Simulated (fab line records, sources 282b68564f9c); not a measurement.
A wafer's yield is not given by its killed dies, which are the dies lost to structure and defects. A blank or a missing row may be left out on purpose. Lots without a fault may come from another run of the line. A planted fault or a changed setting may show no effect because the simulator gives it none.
fab line records / flow rit-cmos
record lots=13 wafers=39 last-day=7
route steps=202 shown NLDD@112 PLDD@124
lots that met no fault: taken from a fault-free run of the same line
start-h: hours from the record's opening day to when the first of the lot's shown wafers began / wait-h: hours elapsed since this lot's preceding step / " same as the row above / L1.1+2: several wafers, shown together as one row / - no value, or no start was given / * or withheld: withheld / < > ~ a bound
route shown NAME@n: a module of which the file shows steps, and the number in the route of the first / usual: mean/standard deviation of fault-free wafers / same: alike in all rows / chamber/n: place in a boat / sites: readings site by site / _std_site: standard deviation of those values / _edge_site: mean of outer sites minus mean of inner sites / radius-mm: how far each site lies from the wafer's centre / mask NAME#n: copy n / behind: tool/chamber where the wafer was last shaped / hold: the reason the lot was held/the length of the hold in hours/how it ended / device: whichever transistor did not switch (one of n, p or np) / end of line: at the end of the route, the tests of the same wafers / a step given without rows: its recipe and nothing more / killed: at the first sort, the dies lost to defects and structure; wafer yield is something else / map: dies across one wafer; x = killed, . = not, _ = none there
set.NAME: the setting as run; set.NAME@STEP: as run at that earlier step / model.NAME: the simulator's own value behind a step, which no gauge read
a sample of lots followed through the steps of the route, with each step as a table and each wafer as a row
services: when a tool's chamber went out of use (start-h, in hours from the record's first day, below 0 if earlier), for how many hours, and the reason
## steps
# step RIT_NLDD_STRIP_09
# recipe chemistry=O2 time-s=180 resist=NOVOLAK platen-temp-c=withheld power-w=500 pressure-mtorr=4000 o2-flow-sccm=4000
# usual drypump-motor-current-A=5.6/0.32 o2-flow-sccm=4000/12 run-length-s=208.4/0.34
lot.wafer=L177.2 tool=plasma-asher-03 chamber=1 start-h=47.95 wait-h=0.1 drypump-motor-current-A=5.5 o2-flow-sccm=4011 rf-hours-counter-h=42 run-length-s=207.9
lot.wafer=L177.4 tool=plasma-asher-03 chamber=0 start-h=47.95 wait-h=0.1 drypump-motor-current-A=5.8 o2-flow-sccm=3990 rf-hours-counter-h=- run-length-s=208.2
lot.wafer=L177.6 tool=plasma-asher-03 chamber=0 start-h=47.95 wait-h=0.1 drypump-motor-current-A=5.8 o2-flow-sccm=3996 rf-hours-counter-h=- run-length-s=207.9
lot.wafer=L178.1 tool=plasma-asher-02 chamber=1 start-h=56.88 wait-h=0.1 drypump-motor-current-A=5.7 o2-flow-sccm=4002 rf-hours-counter-h=40 run-length-s=208.3
lot.wafer=L178.2 tool=plasma-asher-02 chamber=0 start-h=56.88 wait-h=0.1 drypump-motor-current-A=5.3 o2-flow-sccm=3979 rf-hours-counter-h=40 run-length-s=208.5
lot.wafer=L178.4 tool=plasma-asher-02 chamber=0 start-h=56.88 wait-h=0.1 drypump-motor-current-A=5.3 o2-flow-sccm=4011 rf-hours-counter-h=- run-length-s=208.6
lot.wafer=L179.3 tool=plasma-asher-01 chamber=0 start-h=58.64 wait-h=0.1 drypump-motor-current-A=5.4 o2-flow-sccm=4013 rf-hours-counter-h=- run-length-s=208.9
lot.wafer=L179.4 tool=plasma-asher-01 chamber=1 start-h=58.64 wait-h=0.1 drypump-motor-current-A=6.2 o2-flow-sccm=4014 rf-hours-counter-h=- run-length-s=208.1
lot.wafer=L179.5 tool=plasma-asher-01 chamber=0 start-h=58.64 wait-h=0.1 drypump-motor-current-A=5.4 o2-flow-sccm=4014 rf-hours-counter-h=- run-length-s=208.7
lot.wafer=L180.1 tool=plasma-asher-03 chamber=0 start-h=65.96 wait-h=0.1 drypump-motor-current-A=5.8 o2-flow-sccm=3981 rf-hours-counter-h=44 run-length-s=207.6
lot.wafer=L180.3 tool=plasma-asher-03 chamber=1 start-h=65.96 wait-h=0.1 drypump-motor-current-A=5.4 o2-flow-sccm=4010 rf-hours-counter-h=- run-length-s=208.1
lot.wafer=L180.6 tool=plasma-asher-03 chamber=0 start-h=65.96 wait-h=0.1 drypump-motor-current-A=5.9 o2-flow-sccm=3992 rf-hours-counter-h=- run-length-s=208.0
lot.wafer=L181.4 tool=plasma-asher-01 chamber=1 start-h=67.59 wait-h=0.1 drypump-motor-current-A=6.2 o2-flow-sccm=4001 rf-hours-counter-h=- run-length-s=208.2
lot.wafer=L181.5 tool=plasma-asher-01 chamber=1 start-h=67.59 wait-h=0.1 drypump-motor-current-A=6.2 o2-flow-sccm=4005 rf-hours-counter-h=- run-length-s=208.2
lot.wafer=L181.6 tool=plasma-asher-01 chamber=0 start-h=67.59 wait-h=0.1 drypump-motor-current-A=5.4 o2-flow-sccm=3995 rf-hours-counter-h=- run-length-s=208.7
lot.wafer=L182.1 tool=plasma-asher-02 chamber=0 start-h=72.39 wait-h=0.1 drypump-motor-current-A=5.3 o2-flow-sccm=3997 rf-hours-counter-h=42 run-length-s=209.0
lot.wafer=L182.4 tool=plasma-asher-02 chamber=1 start-h=72.39 wait-h=0.1 drypump-motor-current-A=5.7 o2-flow-sccm=3988 rf-hours-counter-h=- run-length-s=208.6
lot.wafer=L182.5 tool=plasma-asher-02 chamber=1 start-h=72.39 wait-h=0.1 drypump-motor-current-A=5.7 o2-flow-sccm=4003 rf-hours-counter-h=- run-length-s=208.4
lot.wafer=L183.1 tool=plasma-asher-02 chamber=1 start-h=76.16 wait-h=0.1 drypump-motor-current-A=5.7 o2-flow-sccm=3990 rf-hours-counter-h=42 run-length-s=208.3
lot.wafer=L183.4 tool=plasma-asher-02 chamber=1 start-h=76.16 wait-h=0.1 drypump-motor-current-A=5.7 o2-flow-sccm=4003 rf-hours-counter-h=- run-length-s=208.2
lot.wafer=L183.6 tool=plasma-asher-02 chamber=0 start-h=76.16 wait-h=0.1 drypump-motor-current-A=5.3 o2-flow-sccm=4002 rf-hours-counter-h=- run-length-s=208.7
lot.wafer=L184.1 tool=plasma-asher-01 chamber=0 start-h=82.70 wait-h=0.1 drypump-motor-current-A=5.4 o2-flow-sccm=3985 rf-hours-counter-h=43 run-length-s=208.4
lot.wafer=L184.4 tool=plasma-asher-01 chamber=0 start-h=82.70 wait-h=0.1 drypump-motor-current-A=5.4 o2-flow-sccm=3983 rf-hours-counter-h=- run-length-s=208.2
lot.wafer=L184.5 tool=plasma-asher-01 chamber=0 start-h=82.70 wait-h=0.1 drypump-motor-current-A=5.4 o2-flow-sccm=4007 rf-hours-counter-h=- run-length-s=208.4
lot.wafer=L185.2 tool=plasma-asher-01 chamber=1 start-h=86.96 wait-h=0.1 drypump-motor-current-A=6.2 o2-flow-sccm=3987 rf-hours-counter-h=43 run-length-s=208.5
lot.wafer=L185.5 tool=plasma-asher-01 chamber=1 start-h=86.96 wait-h=0.1 drypump-motor-current-A=6.2 o2-flow-sccm=3980 rf-hours-counter-h=- run-length-s=208.3
lot.wafer=L185.6 tool=plasma-asher-01 chamber=0 start-h=86.96 wait-h=0.1 drypump-motor-current-A=5.4 o2-flow-sccm=3992 rf-hours-counter-h=- run-length-s=208.5
lot.wafer=L186.1 tool=plasma-asher-02 chamber=0 start-h=92.29 wait-h=0.1 drypump-motor-current-A=5.4 o2-flow-sccm=4008 rf-hours-counter-h=44 run-length-s=208.7
lot.wafer=L186.2 tool=plasma-asher-02 chamber=1 start-h=92.29 wait-h=0.1 drypump-motor-current-A=5.7 o2-flow-sccm=3994 rf-hours-counter-h=44 run-length-s=208.5
lot.wafer=L186.6 tool=plasma-asher-02 chamber=0 start-h=92.29 wait-h=0.1 drypump-motor-current-A=5.3 o2-flow-sccm=4016 rf-hours-counter-h=- run-length-s=208.7
lot.wafer=L190.2 tool=plasma-asher-03 chamber=1 start-h=111.95 wait-h=0.1 drypump-motor-current-A=5.4 o2-flow-sccm=3987 rf-hours-counter-h=49 run-length-s=72.2
lot.wafer=L190.4 tool=plasma-asher-03 chamber=1 start-h=111.95 wait-h=0.1 drypump-motor-current-A=5.4 o2-flow-sccm=4007 rf-hours-counter-h=- run-length-s=72.3
lot.wafer=L190.5 tool=plasma-asher-03 chamber=1 start-h=111.95 wait-h=0.1 drypump-motor-current-A=5.4 o2-flow-sccm=4015 rf-hours-counter-h=- run-length-s=72.2
lot.wafer=L198.2 tool=plasma-asher-01 chamber=1 start-h=152.64 wait-h=0.1 drypump-motor-current-A=6.2 o2-flow-sccm=4010 rf-hours-counter-h=50 run-length-s=208.1
lot.wafer=L198.3 tool=plasma-asher-01 chamber=0 start-h=152.64 wait-h=0.1 drypump-motor-current-A=5.4 o2-flow-sccm=4001 rf-hours-counter-h=- run-length-s=209.1
lot.wafer=L198.6 tool=plasma-asher-01 chamber=0 start-h=152.64 wait-h=0.1 drypump-motor-current-A=5.4 o2-flow-sccm=4005 rf-hours-counter-h=- run-length-s=208.4
lot.wafer=L199.1 tool=plasma-asher-02 chamber=0 start-h=155.90 wait-h=0.1 drypump-motor-current-A=5.3 o2-flow-sccm=3996 rf-hours-counter-h=5 run-length-s=209.0
lot.wafer=L199.2 tool=plasma-asher-02 chamber=1 start-h=155.90 wait-h=0.1 drypump-motor-current-A=5.7 o2-flow-sccm=4009 rf-hours-counter-h=5 run-length-s=208.4
lot.wafer=L199.5 tool=plasma-asher-02 chamber=0 start-h=155.90 wait-h=0.1 drypump-motor-current-A=5.3 o2-flow-sccm=4001 rf-hours-counter-h=- run-length-s=209.4
# step RIT_PLDD_TW_MEAS_10
# usual PLDD_TW=2345/32
lot.wafer=L177.2 tool=film-metro-02 chamber=- start-h=49.68 wait-h=0.1 PLDD_TW=2379
lot.wafer=L177.4 tool=film-metro-02 chamber=- start-h=49.68 wait-h=0.1 PLDD_TW=2388
lot.wafer=L177.6 tool=film-metro-02 chamber=- start-h=49.68 wait-h=0.1 PLDD_TW=2393
lot.wafer=L178.1 tool=film-metro-02 chamber=- start-h=58.49 wait-h=0.1 PLDD_TW=2383
lot.wafer=L178.2 tool=film-metro-02 chamber=- start-h=58.49 wait-h=0.1 PLDD_TW=2385
lot.wafer=L178.4 tool=film-metro-02 chamber=- start-h=58.49 wait-h=0.1 PLDD_TW=2383
lot.wafer=L179.3 tool=film-metro-02 chamber=- start-h=60.19 wait-h=0.1 PLDD_TW=2389
lot.wafer=L179.4 tool=film-metro-02 chamber=- start-h=60.19 wait-h=0.1 PLDD_TW=2371
lot.wafer=L179.5 tool=film-metro-02 chamber=- start-h=60.19 wait-h=0.1 PLDD_TW=2377
lot.wafer=L180.1 tool=film-metro-03 chamber=- start-h=67.56 wait-h=0.1 PLDD_TW=2323
lot.wafer=L180.3 tool=film-metro-03 chamber=- start-h=67.56 wait-h=0.1 PLDD_TW=2320
lot.wafer=L180.6 tool=film-metro-03 chamber=- start-h=67.56 wait-h=0.1 PLDD_TW=2336
lot.wafer=L181.4 tool=film-metro-03 chamber=- start-h=69.28 wait-h=0.1 PLDD_TW=2329
lot.wafer=L181.5 tool=film-metro-03 chamber=- start-h=69.28 wait-h=0.1 PLDD_TW=2326
lot.wafer=L181.6 tool=film-metro-03 chamber=- start-h=69.28 wait-h=0.1 PLDD_TW=2319
lot.wafer=L182.1 tool=film-metro-02 chamber=- start-h=74.12 wait-h=0.1 PLDD_TW=2393
lot.wafer=L182.4 tool=film-metro-02 chamber=- start-h=74.12 wait-h=0.1 PLDD_TW=2395
lot.wafer=L182.5 tool=film-metro-02 chamber=- start-h=74.12 wait-h=0.1 PLDD_TW=2398
lot.wafer=L183.1 tool=film-metro-02 chamber=- start-h=77.75 wait-h=0.1 PLDD_TW=2386
lot.wafer=L183.4 tool=film-metro-02 chamber=- start-h=77.75 wait-h=0.1 PLDD_TW=2395
lot.wafer=L183.6 tool=film-metro-02 chamber=- start-h=77.75 wait-h=0.1 PLDD_TW=2398
lot.wafer=L184.1 tool=film-metro-04 chamber=- start-h=84.30 wait-h=0.1 PLDD_TW=2328
lot.wafer=L184.4 tool=film-metro-04 chamber=- start-h=84.30 wait-h=0.1 PLDD_TW=2328
lot.wafer=L184.5 tool=film-metro-04 chamber=- start-h=84.30 wait-h=0.1 PLDD_TW=2325
lot.wafer=L185.2 tool=film-metro-02 chamber=- start-h=88.69 wait-h=0.1 PLDD_TW=2402
lot.wafer=L185.5 tool=film-metro-02 chamber=- start-h=88.69 wait-h=0.1 PLDD_TW=2416
lot.wafer=L185.6 tool=film-metro-02 chamber=- start-h=88.69 wait-h=0.1 PLDD_TW=2403
lot.wafer=L186.1 tool=film-metro-03 chamber=- start-h=93.89 wait-h=0.1 PLDD_TW=2318
lot.wafer=L186.2 tool=film-metro-03 chamber=- start-h=93.89 wait-h=0.1 PLDD_TW=2318
lot.wafer=L186.6 tool=film-metro-03 chamber=- start-h=93.89 wait-h=0.1 PLDD_TW=2321
lot.wafer=L190.2 tool=film-metro-03 chamber=- start-h=113.69 wait-h=0.1 PLDD_TW=30
lot.wafer=L190.4 tool=film-metro-03 chamber=- start-h=113.69 wait-h=0.1 PLDD_TW=30
lot.wafer=L190.5 tool=film-metro-03 chamber=- start-h=113.69 wait-h=0.1 PLDD_TW=30
lot.wafer=L198.2 tool=film-metro-04 chamber=- start-h=154.37 wait-h=0.1 PLDD_TW=2327
lot.wafer=L198.3 tool=film-metro-04 chamber=- start-h=154.37 wait-h=0.1 PLDD_TW=2327
lot.wafer=L198.6 tool=film-metro-04 chamber=- start-h=154.37 wait-h=0.1 PLDD_TW=2318
lot.wafer=L199.1 tool=film-metro-04 chamber=- start-h=157.62 wait-h=0.1 PLDD_TW=2323
lot.wafer=L199.2 tool=film-metro-04 chamber=- start-h=157.62 wait-h=0.1 PLDD_TW=2338
lot.wafer=L199.5 tool=film-metro-04 chamber=- start-h=157.62 wait-h=0.1 PLDD_TW=2340
## services
tool=plasma-asher-01 chamber=- start-h=26.35 hours=2.8 kind=pm
tool=plasma-asher-01 chamber=- start-h=61.46 hours=1.8 kind=repair
tool=plasma-asher-03 chamber=- start-h=96.68 hours=6.2 kind=repair
tool=plasma-asher-02 chamber=- start-h=108.75 hours=9.0 kind=pm
tool=plasma-asher-02 chamber=0 start-h=108.75 hours=9.0 kind=vent-cycle
tool=plasma-asher-02 chamber=1 start-h=108.75 hours=9.0 kind=vent-cycle
tool=plasma-asher-02 chamber=0 start-h=117.75 hours=- kind=clean
tool=plasma-asher-02 chamber=1 start-h=117.75 hours=- kind=clean
tool=plasma-asher-01 chamber=- start-h=128.92 hours=8.7 kind=repair
tool=plasma-asher-03 chamber=- start-h=147.66 hours=7.8 kind=repair
## key
first-sign step=RIT_NLDD_STRIP_09 reading=run-length-s direction=down sigmas=99+ usual=* struck=*
effect step=RIT_PLDD_TW_MEAS_10 reading=PLDD_TW direction=down sigmas=73 usual=2345 struck=30
met-at RIT_NLDD_STRIP_09
struck-lots L190
sort-left-out L190.2,L190.4,L190.5
tester-left-out L190
onset-between 65.96 111.95
fault kind=strip-aborted tool=plasma-asher-03 chamber=- onset-h=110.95 steps=RIT_NLDD_STRIP_09 offset=0.6 end-h=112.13
# tester-left-out: of these lots the tester's yield and bins aren't shown, on N5 and GAA mostly nor the transistor test; their killed dies are dies lost to structure and defects alone, not to doping, threshold or leakage, so they don't give the yield
# sort-left-out: the simulated sort isn't trusted on such a fault, so these wafers' sort isn't shown, and their yield isn't known
